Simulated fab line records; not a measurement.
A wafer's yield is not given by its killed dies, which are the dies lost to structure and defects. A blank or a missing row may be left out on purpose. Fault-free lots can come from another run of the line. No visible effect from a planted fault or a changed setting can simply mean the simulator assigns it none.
fab line records	flow rit-cmos
record lots=14	wafers=42	last-day=7
route steps=202 shown NWELL@36
lots that met no fault: from a run of the same line without faults
start-h: hours from the record's opening day to when the first of the lot's shown wafers began	wait-h: hours since the lot's step before	" unchanged from the row above	L1.1+2: one row covering several wafers at once	- no value present, or no start provided	* or withheld: withheld	< > ~ a bound
route shown NAME@n: a module of which the file shows steps, and the number in the route of the first	usual: the fault-free wafers' mean and standard deviation	same: alike in all rows	chamber/n: place in a boat	sites: readings site by site	_std_site: the values' standard deviation	_edge_site: the outer-site mean with the inner-site mean subtracted	radius-mm: for every site, how far away it sits from the centre of the wafer	mask NAME#n: copy n	behind: tool/chamber where the wafer was last shaped	hold: cause of the lot's hold/its duration in hours/its outcome	device: whichever transistor did not switch (one of n, p or np)	end of line: the route-end tests of the same wafers	step lacking rows: just its recipe	killed: the dies lost at the first sort to structure and to defects; this is not the yield of the wafer	map: a wafer's dies, marking killed ones x, the rest . and places with no die _
set.NAME: the setting as run; set.NAME@STEP: as run at that earlier step	model.NAME: the simulator's own value behind a step, which no gauge read
route steps across a sampled set of lots; one table per step, one row per wafer
services: the hour from which a tool's chamber was out of use, counted from the record's first day as start-h (under 0 if before that day), plus the number of hours and why
## steps
# step RIT_NWELL_IMPLANT_08
# recipe species=P	energy-kev=170	dose-cm2=5e+13	tilt-deg=7
# usual dose-ions-cm2=5e+13/5.4e+10	faraday-current-uA=159/3.2
lot.wafer	tool	chamber	start-h	wait-h	dose-ions-cm2	faraday-current-uA
L358.3	implanter-04	0	21.07	0.2	4.988e+13	163
L358.4	"	0	"	"	5.003e+13	154
L358.5	"	0	"	"	4.993e+13	161
L359.1	implanter-01	0	25.59	0.2	4.998e+13	160
L359.5	"	0	"	"	5.012e+13	159
L359.6	"	0	"	"	4.996e+13	160
L360.1	implanter-03	0	32.50	0.2	4.998e+13	156
L360.4	"	0	"	"	4.993e+13	156
L360.5	"	0	"	"	4.997e+13	164
L361.1	implanter-04	0	37.11	0.2	5e+13	162
L361.2	"	0	"	"	4.993e+13	160
L361.5	"	0	"	"	4.991e+13	164
L362.2	implanter-01	0	42.27	0.2	5.005e+13	160
L362.5	"	0	"	"	5.004e+13	158
L362.6	"	0	"	"	5.005e+13	156
L363.1	implanter-03	0	46.10	0.2	5e+13	156
L363.2	"	0	"	"	4.997e+13	158
L363.4	"	0	"	"	5.009e+13	163
L370.1	implanter-03	0	84.60	0.2	6.505e+13	208
L370.4	"	0	"	"	6.498e+13	204
L370.5	"	0	"	"	6.504e+13	207
L372.4	implanter-03	0	93.32	0.2	6.502e+13	206
L372.5	"	0	"	"	6.492e+13	209
L372.6	"	0	"	"	6.495e+13	207
L374.1	implanter-01	0	102.26	0.2	5.004e+13	161
L374.3	"	0	"	"	4.996e+13	156
L374.4	"	0	"	"	4.997e+13	155
L375.2	implanter-01	0	105.70	0.2	5e+13	156
L375.3	"	0	"	"	5.003e+13	158
L375.5	"	0	"	"	5.002e+13	161
L376.2	implanter-01	0	111.21	0.2	4.997e+13	159
L376.3	"	0	"	"	5.002e+13	161
L376.6	"	0	"	"	5.002e+13	160
L378.2	implanter-01	0	120.52	0.2	4.999e+13	160
L378.3	"	0	"	"	4.996e+13	166
L378.6	"	0	"	"	5.006e+13	159
L379.1	implanter-04	0	128.04	0.2	4.992e+13	158
L379.5	"	0	"	"	5.004e+13	161
L379.6	"	0	"	"	5.002e+13	159
L381.4	implanter-01	0	136.92	0.2	5.003e+13	160
L381.5	"	0	"	"	5.004e+13	159
L381.6	"	0	"	"	4.999e+13	159
# step RIT_NWELL_TW_MEAS_10
# usual NWELL_TW=2134/12
lot.wafer	tool	chamber	start-h	wait-h	NWELL_TW
L358.3	film-metro-02	-	21.37	0.1	2146
L358.4	"	-	"	"	2140
L358.5	"	-	"	"	2151
L359.1	film-metro-03	-	25.92	0.1	2148
L359.5	"	-	"	"	2144
L359.6	"	-	"	"	2136
L360.1	film-metro-03	-	32.83	0.1	2149
L360.4	"	-	"	"	2145
L360.5	"	-	"	"	2153
L361.1	film-metro-03	-	37.43	0.1	2143
L361.2	"	-	"	"	2150
L361.5	"	-	"	"	2135
L362.2	film-metro-03	-	42.58	0.1	2146
L362.5	"	-	"	"	2140
L362.6	"	-	"	"	2152
L363.1	film-metro-02	-	46.42	0.1	2132
L363.2	"	-	"	"	2137
L363.4	"	-	"	"	2133
L370.1	film-metro-02	-	84.93	0.1	2316
L370.4	"	-	"	"	2319
L370.5	"	-	"	"	2320
L372.4	film-metro-03	-	93.60	0.1	2331
L372.5	"	-	"	"	2326
L372.6	"	-	"	"	2335
L374.1	film-metro-04	-	102.58	0.1	2112
L374.3	"	-	"	"	2137
L374.4	"	-	"	"	2132
L375.2	film-metro-04	-	106.01	0.1	2136
L375.3	"	-	"	"	2130
L375.5	"	-	"	"	2133
L376.2	film-metro-03	-	111.52	0.1	2145
L376.3	"	-	"	"	2138
L376.6	"	-	"	"	2131
L378.2	film-metro-04	-	120.83	0.1	2119
L378.3	"	-	"	"	2100
L378.6	"	-	"	"	2112
L379.1	film-metro-04	-	128.36	0.1	2108
L379.5	"	-	"	"	2104
L379.6	"	-	"	"	2114
L381.4	film-metro-03	-	137.20	0.1	2142
L381.5	"	-	"	"	2134
L381.6	"	-	"	"	2142
# step RIT_WELLDRIVE_RS_MEAS_01
# recipe thk-meas-gauge=four-point-probe
# usual NWELL_RS=276.0/0.7
lot.wafer	tool	chamber	start-h	wait-h	NWELL_RS[ohm/sq]
L358.3	film-metro-03	-	28.49	0.0	275.6
L358.4	"	-	"	"	275.5
L358.5	"	-	"	"	275.4
L359.1	film-metro-02	-	32.68	0.0	275.9
L359.5	"	-	"	"	276.4
L359.6	"	-	"	"	276.0
L360.1	film-metro-04	-	39.81	0.0	276.4
L360.4	"	-	"	"	275.5
L360.5	"	-	"	"	275.5
L361.1	film-metro-02	-	45.09	0.0	275.7
L361.2	"	-	"	"	275.1
L361.5	"	-	"	"	275.7
L362.2	film-metro-04	-	49.42	0.0	274.0
L362.5	"	-	"	"	274.9
L362.6	"	-	"	"	274.2
L363.1	film-metro-04	-	53.41	0.0	275.6
L363.2	"	-	"	"	277.1
L363.4	"	-	"	"	276.0
L370.1	film-metro-02	-	91.81	0.0	236.8
L370.4	"	-	"	"	237.1
L370.5	"	-	"	"	236.5
L372.4	film-metro-04	-	100.67	0.4	234.8
L372.5	"	-	"	"	235.1
L372.6	"	-	"	"	234.9
L374.1	film-metro-04	-	109.28	0.0	276.2
L374.3	"	-	"	"	276.1
L374.4	"	-	"	"	276.3
L375.2	film-metro-04	-	112.71	0.0	276.1
L375.3	"	-	"	"	276.2
L375.5	"	-	"	"	276.2
L376.2	film-metro-04	-	118.52	0.0	276.0
L376.3	"	-	"	"	276.1
L376.6	"	-	"	"	275.8
L378.2	film-metro-02	-	127.57	0.0	276.6
L378.3	"	-	"	"	277.1
L378.6	"	-	"	"	277.3
L379.1	film-metro-04	-	135.06	0.0	276.8
L379.5	"	-	"	"	276.0
L379.6	"	-	"	"	277.0
L381.4	film-metro-02	-	144.09	0.1	277.1
L381.5	"	-	"	"	276.4
L381.6	"	-	"	"	276.4
## services
tool	chamber	start-h	hours	kind
implanter-04	-	63.58	4.0	pm
implanter-04	-	81.70	2.1	repair
implanter-01	-	83.40	6.1	repair
implanter-03	-	117.41	2.3	repair
implanter-03	-	133.55	5.8	pm
## key
first-sign step=RIT_NWELL_IMPLANT_08	reading=dose-ions-cm2	direction=up	sigmas=99+	usual=5e+13	struck=6.499e+13
effect step=RIT_NWELL_IMPLANT_08	reading=faraday-current-uA	direction=up	sigmas=15	usual=159	struck=207
effect step=RIT_NWELL_TW_MEAS_10	reading=NWELL_TW	direction=up	sigmas=16	usual=2134	struck=2325
effect step=RIT_WELLDRIVE_RS_MEAS_01	reading=NWELL_RS	direction=down	sigmas=57	usual=276.0	struck=235.9
met-at RIT_NWELL_IMPLANT_08
struck-lots L370,L372
tester-left-out L370,L372
loop-trim step=RIT_M1_EXPOSE_06	setting=dose	lots=L370,L372
onset-between 46.10 84.60
fault kind=process-parameter-drift	tool=implanter-03	chamber=-	onset-h=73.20	steps=RIT_NWELL_IMPLANT_08	channel=dose-cm2	offset=1.5e+13	shape=step	end-h=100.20	acts-in=these-recipes-only	stated=5e+13
# tester-left-out: of these lots the tester's yield and bins aren't shown, on N5 and GAA mostly nor the transistor test; their killed dies are dies lost to structure and defects alone, not to doping, threshold or leakage, so they don't give the yield
# loop-trim: a control loop set the setting to another value than it would have without faults
